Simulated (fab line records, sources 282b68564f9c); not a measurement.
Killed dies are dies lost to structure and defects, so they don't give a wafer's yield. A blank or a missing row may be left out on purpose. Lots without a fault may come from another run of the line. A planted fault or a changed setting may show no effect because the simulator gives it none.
A struck lot beside a sound one | flow rit_cmos | 14 steps out of a route of 202
Sound: wafers L792.2, L792.3, L792.4. Struck: wafers L794.1, L794.5, L794.6. The cause comes at the end.
At each step with rows: each side's tool, then ch and its chambers, then its first start. Under that, the readings that differ: sound wafers | struck wafers | difference of the means | sigmas: that difference in standard deviations of wafers without a fault.
alike: readings whose means differ by less than 2 such deviations, and words and numbers that are the same on both sides. not compared: withheld readings, readings that some wafer has no value for, bounds like >300 that may hide the same value, and numbers for which the record gives no deviation and whose values overlap.
The two part at a step that has a row with sigmas, a row that says differs or no value, or rows on one side only. Numbers that don't overlap but have no deviation are shown without sigmas and don't part them. A reading that every wafer of one side lacks parts them only if that side has two wafers or more.

first, 4 steps without rows for these wafers: RIT_NWELL_SOFTBAKE_02 (time 60 s); RIT_NWELL_EXPOSE_03 (exposes mask M2, target cd 43900 nm); RIT_NWELL_PEB_04; RIT_NWELL_DEVELOP_05 (develop time 68 s).
RIT_NWELL_OVL_MEAS_06:
  sound on overlay-01, day 2 09:27; struck on overlay-02, day 2 22:00
  alike: NWELL_OVL
then, 2 steps without rows for these wafers: RIT_NWELL_HARDBAKE_07 (time 120 s); RIT_NWELL_IMPLANT_08.
RIT_NWELL_STRIP_09: strips in O2, time 180 s.
  sound on plasma_asher-03 ch 0,1, day 2 09:53; struck on plasma_asher-03 ch 0,1, day 2 22:26
  alike: drypump_motor_current_A
  not compared: rf_hours_counter_h
RIT_NWELL_TW_MEAS_10:
  sound on film_metro-04, day 2 10:04; struck on film_metro-03, day 2 22:37
  reading  | sound          | struck         | difference | sigmas
  NWELL_TW | 2131 2123 2124 | 2162 2168 2153 | +35        | +2
then, 3 steps without rows for these wafers: RIT_PWELL_HMDS_00 (prime time 60 s); RIT_PWELL_COAT_01 (resist thk 1300 nm); RIT_PWELL_SOFTBAKE_02 (time 60 s).
RIT_PWELL_EXPOSE_03: exposes mask M3, target cd 43700 nm.
  sound on iline_stepper-01 ch 0, day 2 10:42; struck on iline_stepper-01, day 2 23:07
  no value came back on the struck wafers for exposure_dose_mJ_cm2, focus_offset_nm (nm); on the sound wafers exposure_dose_mJ_cm2 reads 250.07 250.20 250.21
  alike: mask
then, 1 step without rows for these wafers: RIT_PWELL_PEB_04.

WHERE THEY PART
First at RIT_NWELL_TW_MEAS_10; last, within this record, at RIT_PWELL_EXPOSE_03.

WHY: what the simulator had put in
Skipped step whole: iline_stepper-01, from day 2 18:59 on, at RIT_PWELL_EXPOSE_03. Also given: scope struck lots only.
